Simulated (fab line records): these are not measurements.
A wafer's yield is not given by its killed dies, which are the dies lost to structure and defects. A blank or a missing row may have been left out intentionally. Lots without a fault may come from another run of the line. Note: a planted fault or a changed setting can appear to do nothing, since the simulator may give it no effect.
fab line records | flow berkeley_cmos170
record: lots: 14 wafers: 42 last_day: 12
route steps=331 shown NWELL@29
lots untouched by any fault: they come from a run of this same line in which no faults occurred
start_h: hours from the record's opening day to when the first of the lot's shown wafers began | wait_h: hours since the lot's step before | " unchanged from the row above | L1.1+2: a single row standing in for several wafers | - no value, or no start was given | * or withheld: withheld | < > ~ a bound
route shown NAME@n: NAME is a module with steps in the file, n the number in the route of the first one | usual: mean/standard deviation taken from wafers without a fault | same: alike in all rows | chamber/n: place in a boat | sites: readings site by site | _std_site: their standard deviation | _edge_site: outer sites' mean less inner sites' | radius_mm: for every site, how far away it sits from the centre of the wafer | mask NAME#n: copy n | behind: the last tool/chamber to shape the wafer | hold: why the lot went on hold/how many hours it stayed there/how the hold came to an end | device: the n, p or np transistor that did not switch | end of line: tests of these same wafers at the route's end | a step without rows: its recipe alone | killed: at the first sort, the dies lost to defects and structure; wafer yield is something else | map: a wafer's dies, x killed, . not, _ none there
set.NAME: setting as actually run; set.NAME@STEP: the setting as run at that earlier step | model.NAME: the simulator's own value behind a step, which no gauge read
steps of the route over a sample of lots; a table a step, a row a wafer
services: a tool's chamber out of use, with start hour (start_h, from the record's first day; less than 0 if before it), hours out, and reason
== steps ==
step: UCB170_NWELL_STRIP_15
recipe: chemistry: O2 power_w: 400 pressure_mtorr: 3500 platen_temp_c: withheld o2_flow_sccm: 400 overash_fraction: 0.5
usual: chamber_pressure_mTorr: 3500/3.2 drypump_motor_current_A: 6.0/0.36 oes_product_au: 0.721/0.0043 strip_time_to_endpoint_s: 18.04/0.085
columns lot.wafer tool chamber start_h wait_h chamber_pressure_mTorr drypump_motor_current_A oes_product_au rf_hours_counter_h strip_time_to_endpoint_s
L270.2 plasma_asher-03 0 39.29 0.1 3500 6.1 0.722 31 17.96
L270.3 " 0 " " 3499 6.1 0.723 - 18.04
L270.5 " 1 " " 3502 6.3 0.727 - 17.97
L272.2 plasma_asher-03 1 45.67 0.1 3499 6.2 0.719 31 18.09
L272.4 " 1 " " 3500 6.3 0.724 - 18.04
L272.5 " 0 " " 3499 6.1 0.719 - 18.10
L273.3 plasma_asher-03 0 55.67 0.1 3499 6.1 0.722 - 18.05
L273.4 " 1 " " 3502 6.3 0.719 - 18.07
L273.6 " 1 " " 3504 6.3 0.704 - 18.03
L274.1 plasma_asher-02 0 59.20 0.1 3506 5.5 0.713 22 18.11
L274.2 " 1 " " 3504 6.2 0.720 22 18.05
L274.3 " 1 " " 3498 6.2 0.730 - 17.88
L275.1 plasma_asher-02 0 65.19 0.1 3502 5.5 0.722 23 18.04
L275.3 " 0 " " 3503 5.5 0.720 - 18.01
L275.5 " 0 " " 3498 5.5 0.712 - 18.28
L278.2 plasma_asher-03 1 75.35 0.1 3505 6.3 0.718 35 18.06
L278.3 " 0 " " 3506 6.1 0.723 - 17.92
L278.5 " 0 " " 3504 6.1 0.720 - 18.12
L281.1 plasma_asher-02 0 92.24 0.1 3496 5.5 0.722 26 17.95
L281.5 " 0 " " 3493 5.5 0.728 - 17.94
L281.6 " 1 " " 3498 6.2 0.724 - 18.02
L280.2 plasma_asher-04 0 92.48 0.1 3501 6.2 0.720 39 18.08
L280.3 " 0 " " 3497 6.2 0.721 - 18.04
L280.4 " 1 " " 3503 5.2 0.720 - 18.05
L282.1 plasma_asher-04 0 97.83 0.1 - - - - -
L282.3 " 1 " " - - - - -
L282.4 " 0 " " - - - - -
L283.1 plasma_asher-03 1 97.87 0.1 - - - - -
L283.4 " 0 " " - - - - -
L283.5 " 0 " " - - - - -
L286.2 plasma_asher-02 0 117.78 0.1 3499 5.5 0.719 29 17.97
L286.5 " 1 " " 3501 6.2 0.718 - 17.97
L286.6 " 0 " " 3498 5.5 0.718 - 17.94
L290.2 plasma_asher-04 0 137.38 0.1 3494 6.2 0.714 44 18.02
L290.3 " 1 " " 3499 5.2 0.729 - 17.98
L290.6 " 1 " " 3500 5.2 0.715 - 18.07
L291.1 plasma_asher-03 1 142.19 0.1 3504 6.3 0.721 3 18.09
L291.4 " 0 " " 3497 6.1 0.723 - 18.02
L291.5 " 0 " " 3496 6.1 0.718 - 18.05
L292.2 plasma_asher-03 0 153.41 0.1 3495 6.1 0.722 4 17.98
L292.3 " 0 " " 3499 6.1 0.723 - 17.95
L292.4 " 1 " " 3496 6.3 0.717 - 17.93
== services ==
columns tool chamber start_h hours kind
plasma_asher-03 - 18.00 0.7 repair
plasma_asher-02 - 30.14 3.9 repair
plasma_asher-02 - 100.36 1.8 repair
plasma_asher-03 - 108.75 9.0 pm
plasma_asher-03 0 108.75 9.0 vent_cycle
plasma_asher-03 1 108.75 9.0 vent_cycle
plasma_asher-03 0 117.75 - clean
plasma_asher-03 1 117.75 - clean
== key ==
first_sign: step: UCB170_NWELL_STRIP_15 reading: tool_record direction: missing
effect none on later readings
met_at UCB170_NWELL_STRIP_15
struck_lots L282,L283
later_rows_left_out L282.1,L282.3,L282.4,L283.1,L283.4,L283.5
sort_left_out L282.1,L282.3,L282.4,L283.1,L283.4,L283.5
tester_left_out L282,L283
onset_between 92.48 97.83
fault: kind: skipped_step_whole tool: plasma_asher-03,plasma_asher-04 chamber: - onset_h: 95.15 steps: UCB170_NWELL_STRIP_15 scope: struck_lots_only
tester_left_out: of these lots the tester's yield and bins aren't shown, on N5 and GAA mostly nor the transistor test; their killed dies are dies lost to structure and defects alone, not to doping, threshold or leakage, so they don't give the yield
sort_left_out: the simulated sort isn't trusted on such a fault, so these wafers' sort isn't shown, and their yield isn't known
later_rows_left_out: the simulator's readings of these wafers behind a module that went badly wrong aren't trusted and aren't shown, but for the sort
